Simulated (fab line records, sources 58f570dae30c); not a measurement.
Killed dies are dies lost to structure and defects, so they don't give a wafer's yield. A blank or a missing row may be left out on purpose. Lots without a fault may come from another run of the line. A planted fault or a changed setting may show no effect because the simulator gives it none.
fab line records | flow berkeley_cmos170 | part 1 of 2: steps 1 to 25 of 33
record lots=5 wafers=15 last_day=11
route steps=331 shown NVT@111 PVT@115 GATE@125 FIELD@126
lots that met no fault: from a run of the same line without faults
start_h: hours from the record's first day to the start of the lot's first wafer shown | wait_h: hours since the lot's step before | " the same as in the row above | L1.1+2: a row that stands for several wafers | - no value, or no start given | * or withheld: withheld | < > ~ a bound
route shown NAME@n: a module of which the file shows steps, and the number in the route of the first | usual: mean/standard deviation of fault-free wafers | same: alike in all rows | chamber/n: place in a boat | sites: the reading at each site | _std_site: their standard deviation | _edge_site: outer sites' mean less inner sites' | radius_mm: how far each site lies from the wafer's centre | mask NAME#n: copy n | behind: the tool/chamber that last shaped the wafer | hold: why the lot was held/for how many hours/how that ended | device: the transistor (n, p or np) that didn't switch | end of line: the same wafers' tests at the end of the route | a step without rows: its recipe alone | killed: dies lost to structure and defects at the first sort, not the wafer's yield | map: a wafer's dies, x killed, . not, _ none there
set.NAME: the setting as run; set.NAME@STEP: as run at that earlier step | model.NAME: the simulator's own value behind a step, which no gauge read
lots at some steps of the route; a table a step, a row a wafer
services: from which hour (start_h, from the record's first day; less than 0 if before it) a tool's chamber was out of use, for how many hours, and why
## steps
# step UCB170_NVT_IMPLANT_07
# recipe species=BF2 dose_cm2=3e+12 energy_kev=50 tilt_deg=7
# usual beam_energy_keV=50.002/0.016 end_station_pressure_torr=5.02e-06/2.6e-07 faraday_current_uA=9.51/0.19
# columns lot.wafer tool chamber start_h wait_h beam_energy_keV end_station_pressure_torr faraday_current_uA
L075.3 implanter-03 0 103.52 0.1 49.996 5.25e-06 9.89
L075.4 " 0 " " 50.002 5.14e-06 9.61
L075.6 " 0 " " 50.010 4.8e-06 9.28
L078.1 implanter-02 0 134.31 0.0 49.998 5.07e-06 9.37
L078.3 " 0 " " 49.987 4.8e-06 9.46
L078.6 " 0 " " 49.977 5.6e-06 9.13
L082.2 implanter-01 0 155.61 0.0 50.032 5.17e-06 9.43
L082.3 " 0 " " 50.014 4.66e-06 9.61
L082.6 " 0 " " 50.017 5.01e-06 9.61
L086.1 implanter-02 0 174.82 0.0 49.968 4.84e-06 9.44
L086.3 " 0 " " 49.991 4.55e-06 9.49
L086.6 " 0 " " 49.993 4.89e-06 9.13
L095.1 implanter-01 0 214.37 0.0 49.991 4.81e-06 9.62
L095.3 " 0 " " 50.002 5.25e-06 9.46
L095.4 " 0 " " 50.001 5.3e-06 9.62
# step UCB170_NVT_STRIP_08
# recipe chemistry=O2 power_w=400 pressure_mtorr=3500 platen_temp_c=withheld o2_flow_sccm=400 overash_fraction=0.5
# usual chamber_pressure_mTorr=3499.6/3 drypump_motor_current_A=5.9/0.7 oes_product_au=0.734/0.0048 strip_time_to_endpoint_s=21.65/0.057
# same overash_fraction=0.5
# columns lot.wafer tool chamber start_h wait_h chamber_pressure_mTorr drypump_motor_current_A oes_product_au rf_hours_counter_h strip_time_to_endpoint_s
L075.3 plasma_asher-01 1 103.65 0.1 3504.4 4.6 0.730 - 21.63
L075.4 " 0 " " 3497.4 5.9 0.744 - 21.67
L075.6 " 1 " " 3501.1 4.7 0.738 - 21.69
L078.1 plasma_asher-01 1 134.46 0.1 3500.6 4.7 0.733 37 21.58
L078.3 " 1 " " 3498.3 4.7 0.733 - 21.54
L078.6 " 0 " " 3504.2 5.9 0.738 - 21.60
L082.2 plasma_asher-01 0 155.73 0.1 3498.6 5.9 0.729 39 21.69
L082.3 " 0 " " 3501.3 5.9 0.730 - 21.64
L082.6 " 1 " " 3498.7 4.7 0.731 - 21.62
L086.1 plasma_asher-01 0 174.97 0.1 3491.5 5.9 0.737 41 21.66
L086.3 " 0 " " 3497.1 5.9 0.734 - 21.59
L086.6 " 1 " " 3499.4 4.7 0.728 - 21.63
L095.1 plasma_asher-04 0 214.52 0.1 3499.6 6.5 0.744 54 21.73
L095.3 " 0 " " 3499.1 6.5 0.733 - 21.67
L095.4 " 1 " " 3499.6 6.6 0.736 - 21.67
# step UCB170_NVT_TW_MEAS_09
# usual NVT_TW=521/4.4
# columns lot.wafer tool chamber start_h wait_h NVT_TW
L075.3 film_metro-02 - 103.74 0.1 518
L075.4 " - " " 515
L075.6 " - " " 516
L078.1 film_metro-01 - 134.56 0.1 523
L078.3 " - " " 522
L078.6 " - " " 522
L082.2 film_metro-02 - 155.84 0.1 515
L082.3 " - " " 518
L082.6 " - " " 514
L086.1 film_metro-01 - 175.07 0.1 522
L086.3 " - " " 525
L086.6 " - " " 522
L095.1 film_metro-01 - 214.62 0.1 524
L095.3 " - " " 522
L095.4 " - " " 523
# step UCB170_NVT_CLEAN_10
# recipe chemistry=SPM temp_c=120 time_s=600
# columns lot.wafer tool chamber start_h wait_h
L075.3+4+6 wet_bench-04 3 103.84 0.1
L078.1+3+6 wet_bench-04 0 134.62 0.1
L082.2+3+6 wet_bench-02 2 156.17 0.3
L086.1+3+6 wet_bench-04 3 175.13 0.1
L095.1+3+4 wet_bench-04 3 214.83 0.2
# step UCB170_PVT_HMDS_00
# recipe prime_time_s=60 prime_temp_c=100
# usual exhaust_pa=45.0/0.91
# columns lot.wafer tool chamber start_h wait_h exhaust_pa
L075.3 litho_track-02 0 104.25 0.2 46.2
L075.4 " 0 " " 44.5
L075.6 " 0 " " 43.2
L078.1 litho_track-01 0 134.91 0.1 45.3
L078.3 " 0 " " 45.1
L078.6 " 0 " " 44.9
L082.2 litho_track-02 0 156.58 0.2 45.9
L082.3 " 0 " " 44.4
L082.6 " 0 " " 44.6
L086.1 litho_track-02 0 175.46 0.2 47.2
L086.3 " 0 " " 44.4
L086.6 " 0 " " 45.0
L095.1 litho_track-02 0 215.96 1.0 45.9
L095.3 " 0 " " 45.4
L095.4 " 0 " " 45.4
# step UCB170_PVT_COAT_01
# recipe resist=KrF spin_rpm=1500 resist_thk_nm=900
# usual exhaust_pa=45.0/0.88
# columns lot.wafer tool chamber start_h wait_h exhaust_pa
L075.3 litho_track-02 0 104.40 0.1 42.9
L075.4 " 0 " " 44.0
L075.6 " 0 " " 44.7
L078.1 litho_track-01 0 135.06 0.1 43.6
L078.3 " 0 " " 45.0
L078.6 " 0 " " 43.6
L082.2 litho_track-02 0 156.73 0.1 44.9
L082.3 " 0 " " 45.1
L082.6 " 0 " " 44.3
L086.1 litho_track-02 0 175.61 0.1 45.4
L086.3 " 0 " " 44.4
L086.6 " 0 " " 42.6
L095.1 litho_track-02 0 216.11 0.1 45.6
L095.3 " 0 " " 45.6
L095.4 " 0 " " 46.1
# step UCB170_PVT_SOFTBAKE_02
# recipe resist=KrF temp_c=130 time_s=60
# usual exhaust_pa=45.3/0.87
# columns lot.wafer tool chamber start_h wait_h exhaust_pa
L075.3 litho_track-02 0 104.55 0.1 45.1
L075.4 " 0 " " 45.8
L075.6 " 0 " " 46.3
L078.1 litho_track-01 0 135.21 0.1 44.7
L078.3 " 0 " " 45.4
L078.6 " 0 " " 43.8
L082.2 litho_track-02 0 156.88 0.1 46.5
L082.3 " 0 " " 46.8
L082.6 " 0 " " 46.3
L086.1 litho_track-02 0 175.76 0.1 45.5
L086.3 " 0 " " 45.3
L086.6 " 0 " " 45.5
L095.1 litho_track-02 0 216.26 0.1 46.3
L095.3 " 0 " " 44.9
L095.4 " 0 " " 46.1
# step UCB170_PVT_EXPOSE_03
# recipe mask_id=NWELL target_cd_nm=3000 na=0.5 sigma_outer=0.6 source_shape=conventional dose_mj=30
# columns lot.wafer tool chamber start_h wait_h mask
L075.3+4+6 krf_scanner-02 0 104.69 0.1 NWELL#0
L078.1+3+6 krf_scanner-02 0 135.39 0.2 NWELL#0
L082.2+3+6 krf_scanner-02 0 157.03 0.1 NWELL#0
L086.1+3+6 krf_scanner-02 0 175.91 0.1 NWELL#0
L095.1+3+4 krf_scanner-01 0 216.53 0.2 NWELL#0
# step UCB170_PVT_PEB_04
# recipe peb_temp_c=130 peb_time_s=withheld resist=KrF
# usual exhaust_pa=45.1/0.78
# columns lot.wafer tool chamber start_h wait_h exhaust_pa
L075.3 litho_track-02 0 104.98 0.3 45.8
L075.4 " 0 " " 46.0
L075.6 " 0 " " 45.3
L078.1 litho_track-04 0 135.54 0.1 45.3
L078.3 " 0 " " 44.9
L078.6 " 0 " " 44.5
L082.2 litho_track-04 0 157.15 0.1 44.6
L082.3 " 0 " " 45.1
L082.6 " 0 " " 45.3
L086.1 litho_track-02 0 176.03 0.1 43.5
L086.3 " 0 " " 43.4
L086.6 " 0 " " 44.9
L095.1 litho_track-04 0 217.03 0.5 45.6
L095.3 " 0 " " 44.8
L095.4 " 0 " " 43.8
# step UCB170_PVT_DEVELOP_05
# recipe developer=TMAH develop_time_s=45 resist=KrF dev_temp_c=21
# usual developer_temp_C=21.01/0.1 exhaust_pa=44.8/0.93
# columns lot.wafer tool chamber start_h wait_h developer_temp_C exhaust_pa
L075.3 litho_track-02 0 - - 21.05 44.9
L075.4 " 0 " " 20.99 45.2
L075.6 " 0 " " 20.92 44.8
L078.1 litho_track-04 0 - - 20.99 45.2
L078.3 " 0 " " 21.05 45.1
L078.6 " 0 " " 21.03 44.6
L082.2 litho_track-04 0 - - 20.86 45.6
L082.3 " 0 " " 21.01 44.9
L082.6 " 0 " " 21.00 44.5
L086.1 litho_track-02 0 - - 21.13 43.2
L086.3 " 0 " " 20.95 45.4
L086.6 " 0 " " 21.04 46.6
L095.1 litho_track-04 0 - - 21.14 45.0
L095.3 " 0 " " 21.13 44.2
L095.4 " 0 " " 21.06 43.7
# step UCB170_PVT_OVL_MEAS_06
# usual PVT_OVL=-3/5.6
# columns lot.wafer tool chamber start_h wait_h PVT_OVL[nm]
L075.3 overlay-02 - 105.21 - 3
L075.4 " - " " 8
L075.6 " - " " 3
L078.1 overlay-01 - 135.82 - -6
L078.3 " - " " 2
L078.6 " - " " -2
L082.2 overlay-02 - 157.40 - -6
L082.3 " - " " -9
L082.6 " - " " -16
L086.1 overlay-01 - 176.30 - -1
L086.3 " - " " -3
L086.6 " - " " 1
L095.1 overlay-01 - 217.30 - 8
L095.3 " - " " 2
L095.4 " - " " 1
# step UCB170_PVT_IMPLANT_07
# recipe species=P dose_cm2=2e+12 energy_kev=30 tilt_deg=7
# usual beam_energy_keV=30.000/0.0082 end_station_pressure_torr=5e-06/2.8e-07 faraday_current_uA=6.36/0.13
# columns lot.wafer tool chamber start_h wait_h beam_energy_keV end_station_pressure_torr faraday_current_uA
L075.3 implanter-04 0 105.29 0.1 29.998 5.24e-06 6.34
L075.4 " 0 " " 30.010 4.84e-06 6.40
L075.6 " 0 " " 30.007 5.15e-06 6.50
L078.1 implanter-04 0 135.85 0.0 30.010 4.98e-06 6.49
L078.3 " 0 " " 30.005 4.51e-06 6.35
L078.6 " 0 " " 29.998 4.94e-06 6.37
L082.2 implanter-03 0 157.46 0.0 30.002 5.15e-06 6.51
L082.3 " 0 " " 30.013 5.01e-06 6.28
L082.6 " 0 " " 30.002 5.27e-06 6.29
L086.1 implanter-03 0 176.34 0.0 29.997 4.91e-06 6.34
L086.3 " 0 " " 30.015 5.67e-06 6.16
L086.6 " 0 " " 29.999 5.12e-06 6.35
L095.1 implanter-01 0 217.34 0.0 29.986 5.5e-06 6.16
L095.3 " 0 " " 29.993 4.92e-06 6.63
L095.4 " 0 " " 29.997 4.49e-06 6.19
# step UCB170_PVT_STRIP_08
# recipe chemistry=O2 power_w=400 pressure_mtorr=3500 platen_temp_c=withheld o2_flow_sccm=400 overash_fraction=0.5
# usual chamber_pressure_mTorr=3500/3.1 drypump_motor_current_A=5.5/0.57 oes_product_au=0.734/0.0048 strip_time_to_endpoint_s=21.66/0.06
# same overash_fraction=0.5
# columns lot.wafer tool chamber start_h wait_h chamber_pressure_mTorr drypump_motor_current_A oes_product_au rf_hours_counter_h strip_time_to_endpoint_s
L075.3 plasma_asher-03 1 105.42 0.1 3497 5.7 0.729 - 21.52
L075.4 " 0 " " 3499 5.1 0.737 - 21.59
L075.6 " 1 " " 3500 5.7 0.735 - 21.61
L078.1 plasma_asher-02 0 136.00 0.1 3500 5.6 0.738 0 21.63
L078.3 " 0 " " 3499 5.6 0.734 - 21.62
L078.6 " 0 " " 3499 5.6 0.727 - 21.63
L082.2 plasma_asher-01 1 157.58 0.1 3498 4.7 0.732 39 21.66
L082.3 " 1 " " 3493 4.7 0.723 - 21.62
L082.6 " 0 " " 3494 5.9 0.728 - 21.68
L086.1 plasma_asher-02 0 176.49 0.1 3504 5.6 0.730 4 21.62
L086.3 " 0 " " 3503 5.6 0.728 - 21.64
L086.6 " 0 " " 3504 5.6 0.738 - 21.61
L095.1 plasma_asher-01 1 217.49 0.1 3498 4.7 0.736 46 21.62
L095.3 " 1 " " 3498 4.7 0.728 - 21.70
L095.4 " 0 " " 3494 5.9 0.736 - 21.69
# step UCB170_PVT_TW_MEAS_09
# usual PVT_TW=507.7/2.6
# columns lot.wafer tool chamber start_h wait_h PVT_TW
L075.3 film_metro-04 - 105.51 0.1 506.1
L075.4 " - " " 507.1
L075.6 " - " " 509.1
L078.1 film_metro-03 - 136.10 0.1 513.1
L078.3 " - " " 512.9
L078.6 " - " " 511.2
L082.2 film_metro-04 - 157.69 0.1 512.3
L082.3 " - " " 510.0
L082.6 " - " " 512.2
L086.1 film_metro-03 - 176.59 0.1 509.3
L086.3 " - " " 506.7
L086.6 " - " " 505.6
L095.1 film_metro-03 - 217.59 0.1 506.6
L095.3 " - " " 509.5
L095.4 " - " " 504.2
# step UCB170_GATE_WET_ETCH_00
# recipe chemistry=dHF dilution=25:1 target=SiO2 temp_c=25 time_s=200
# columns lot.wafer tool chamber start_h wait_h
L075.3+4+6 wet_bench-03 2 106.00 0.5
L078.1+3+6 wet_bench-04 2 136.16 0.1
L082.2+3+6 wet_bench-01 2 157.74 0.0
L086.1+3+6 wet_bench-04 1 176.65 0.1
L095.1+3+4 wet_bench-04 0 219.19 1.6
# step UCB170_FIELD_THK_MEAS_91
# recipe reads=SiO2_of_FIELD_OXIDATION_01
# usual FIELD_OXIDE_LEFT_2_THK=355/9.5
# columns lot.wafer tool chamber start_h wait_h FIELD_OXIDE_LEFT_2_THK[nm]
L075.3 film_metro-03 - 106.09 0.0 350
L075.4 " - " " 346
L075.6 " - " " 347
L078.1 film_metro-03 - 136.23 0.0 360
L078.3 " - " " 363
L078.6 " - " " 366
L082.2 film_metro-01 - 157.83 0.0 346
L082.3 " - " " 345
L082.6 " - " " 350
L086.1 film_metro-03 - 176.71 0.0 347
L086.3 " - " " 341
L086.6 " - " " 351
L095.1 film_metro-01 - 219.25 0.0 350
L095.3 " - " " 355
L095.4 " - " " 353
# step UCB170_GATE_OXIDATION_01
# recipe temp_c=850 ambient=O2 target_thk_a=66 ox_time_s=1800
# usual ox_temp_c=850.0/0.38 tube_center_temp_C_max=852.2/0.36 zone_power_load_pct=23.7/2.4
# columns lot.wafer tool chamber start_h wait_h ox_temp_c tube_center_temp_C_max zone_power_load_pct
L075.3 furnace-04 0 109.35 3.2 849.5 852.0 22.0
L075.4 " 0 " " 850.0 851.8 21.9
L075.6 " 0 " " 850.1 852.4 21.8
L078.1 furnace-01 0 139.51 3.3 849.5 852.5 26.6
L078.3 " 0 " " 849.5 851.8 27.0
L078.6 " 0 " " 849.9 852.2 27.3
L082.2 furnace-02 0 159.56 1.7 850.7 852.0 21.5
L082.3 " 0 " " 850.5 851.9 21.6
L082.6 " 0 " " 850.1 851.8 21.3
L086.1 furnace-04 0 178.86 2.1 849.6 851.9 21.9
L086.3 " 0 " " 849.7 851.6 21.5
L086.6 " 0 " " 850.1 852.5 21.9
L095.1 furnace-02 0 219.31 0.1 850.1 852.2 21.6
L095.3 " 0 " " 850.0 852.4 21.3
L095.4 " 0 " " 850.5 852.0 21.4
# step UCB170_GATE_THK_MEAS_02
# recipe reads=SiO2_of_GATE_OXIDATION_01
# usual GATE_OXIDE_THK=6.60/0.12
# columns lot.wafer tool chamber start_h wait_h GATE_OXIDE_THK[nm]
L075.3 film_metro-04 - 110.87 0.0 6.56
L075.4 " - " " 6.53
L075.6 " - " " 6.47
L078.1 film_metro-03 - 141.01 0.0 6.43
L078.3 " - " " 6.54
L078.6 " - " " 6.47
L082.2 film_metro-02 - 161.07 0.0 6.73
L082.3 " - " " 6.84
L082.6 " - " " 6.68
L086.1 film_metro-04 - 180.36 0.0 6.59
L086.3 " - " " 6.63
L086.6 " - " " 6.56
L095.1 film_metro-04 - 220.81 0.0 6.70
L095.3 " - " " 6.70
L095.4 " - " " 6.71
# step UCB170_GATE_ANNEAL_03
# recipe temp_c=900 time_s=1800 ambient=N2
# usual tube_center_temp_C_max=902.3/0.36 zone_power_load_pct=26.3/2.5
# columns lot.wafer tool chamber start_h wait_h tube_center_temp_C_max zone_power_load_pct
L075.3 furnace-02 0 115.48 4.6 901.9 24.1
L075.4 " 0 " " 902.2 24.1
L075.6 " 0 " " 902.6 24.2
L078.1 furnace-01 0 145.34 4.3 902.2 29.8
L078.3 " 0 " " 902.6 30.5
L078.6 " 0 " " 902.8 29.8
L082.2 furnace-02 0 163.74 2.7 902.7 24.5
L082.3 " 0 " " 902.4 24.2
L082.6 " 0 " " 902.8 24.2
L086.1 furnace-04 0 183.11 2.7 903.3 24.7
L086.3 " 0 " " 902.1 24.8
L086.6 " 0 " " 902.9 25.3
L095.1 furnace-01 0 223.60 2.8 901.7 29.8
L095.3 " 0 " " 902.1 30.1
L095.4 " 0 " " 902.2 29.8
# step UCB170_GATE_CVD_04
# recipe material=poly-Si temp_c=610 precursor=SiH4 time_s=1440 pressure_mtorr=375 target_thk_nm=214 sih4_flow_sccm=120
# usual zone_power_load_pct=11.3/1.3
# columns lot.wafer tool chamber start_h wait_h zone_power_load_pct
L075.3 lpcvd-02 1 117.39 0.4 9.9
L075.4 " 1 " " 9.9
L075.6 " 1 " " 9.8
L078.1 lpcvd-01 1 146.84 0.0 12.1
L078.3 " 1 " " 12.2
L078.6 " 1 " " 12.1
L082.2 lpcvd-02 0 165.24 0.0 13.0
L082.3 " 0 " " 13.0
L082.6 " 0 " " 12.9
L086.1 lpcvd-01 0 184.61 0.0 10.7
L086.3 " 0 " " 10.7
L086.6 " 0 " " 11.0
L095.1 lpcvd-02 1 225.24 0.1 9.7
L095.3 " 1 " " 9.9
L095.4 " 1 " " 9.9
# step UCB170_GATE_THK_MEAS_05
# recipe reads=poly-Si_of_GATE_CVD_04
# usual GATE_POLY_THK=213.4/2.1
# columns lot.wafer tool chamber start_h wait_h GATE_POLY_THK[nm]
L075.3 film_metro-04 - 118.81 0.0 210.9
L075.4 " - " " 211.4
L075.6 " - " " 211.6
L078.1 film_metro-03 - 148.24 0.0 215.8
L078.3 " - " " 216.9
L078.6 " - " " 215.3
L082.2 film_metro-04 - 166.66 0.0 215.0
L082.3 " - " " 214.2
L082.6 " - " " 213.0
L086.1 film_metro-03 - 186.01 0.0 214.2
L086.3 " - " " 213.0
L086.6 " - " " 213.2
L095.1 film_metro-04 - 226.64 0.0 211.4
L095.3 " - " " 210.4
L095.4 " - " " 212.1
# step UCB170_GATE_COAT_06
# recipe resist=BARC temp_c=withheld time_s=withheld spin_rpm=3000 resist_thk_nm=withheld
# usual exhaust_pa=44.9/0.82
# columns lot.wafer tool chamber start_h wait_h exhaust_pa
L075.3 litho_track-02 0 119.05 0.2 45.3
L075.4 " 0 " " 45.2
L075.6 " 0 " " 46.1
L078.1 litho_track-02 0 148.30 0.1 44.7
L078.3 " 0 " " 44.2
L078.6 " 0 " " 45.1
L082.2 litho_track-04 0 166.73 0.1 45.5
L082.3 " 0 " " 44.4
L082.6 " 0 " " 45.3
L086.1 litho_track-03 0 186.07 0.1 45.4
L086.3 " 0 " " 45.5
L086.6 " 0 " " 45.2
L095.1 litho_track-02 0 226.75 0.1 44.4
L095.3 " 0 " " 43.6
L095.4 " 0 " " 44.8
# step UCB170_GATE_COAT_07
# recipe resist=KrF spin_rpm=1500 resist_thk_nm=900
# usual exhaust_pa=45.0/1
# columns lot.wafer tool chamber start_h wait_h exhaust_pa
L075.3 litho_track-02 0 - - 47.3
L075.4 " 0 " " 46.0
L075.6 " 0 " " 46.7
L078.1 litho_track-02 0 - - 44.5
L078.3 " 0 " " 45.5
L078.6 " 0 " " 44.9
L082.2 litho_track-04 0 - - 44.5
L082.3 " 0 " " 44.3
L082.6 " 0 " " 44.0
L086.1 litho_track-03 0 - - 45.0
L086.3 " 0 " " 45.5
L086.6 " 0 " " 44.6
L095.1 litho_track-02 0 - - 45.9
L095.3 " 0 " " 44.6
L095.4 " 0 " " 46.2
# step UCB170_GATE_SOFTBAKE_08
# recipe resist=KrF temp_c=130 time_s=60
# usual exhaust_pa=45.0/0.96
# columns lot.wafer tool chamber start_h wait_h exhaust_pa
L075.3 litho_track-02 0 - - 43.4
L075.4 " 0 " " 44.8
L075.6 " 0 " " 44.8
L078.1 litho_track-02 0 - - 46.0
L078.3 " 0 " " 44.4
L078.6 " 0 " " 45.2
L082.2 litho_track-04 0 - - 45.7
L082.3 " 0 " " 46.9
L082.6 " 0 " " 47.1
L086.1 litho_track-03 0 - - 44.6
L086.3 " 0 " " 43.8
L086.6 " 0 " " 45.4
L095.1 litho_track-02 0 - - 45.1
L095.3 " 0 " " 46.0
L095.4 " 0 " " 46.4
# step UCB170_GATE_EXPOSE_09
# recipe mask_id=POLY target_cd_nm=350 na=0.5 sigma_outer=0.6 source_shape=conventional dose_mj=21
# columns lot.wafer tool chamber start_h wait_h mask
L075.3+4+6 krf_scanner-02 0 120.03 - POLY#0
L078.1+3+6 krf_scanner-01 0 148.75 - POLY#0
L082.2+3+6 krf_scanner-01 0 167.30 - POLY#0
L086.1+3+6 krf_scanner-01 0 186.89 - POLY#0
L095.1+3+4 krf_scanner-02 0 227.75 - POLY#0
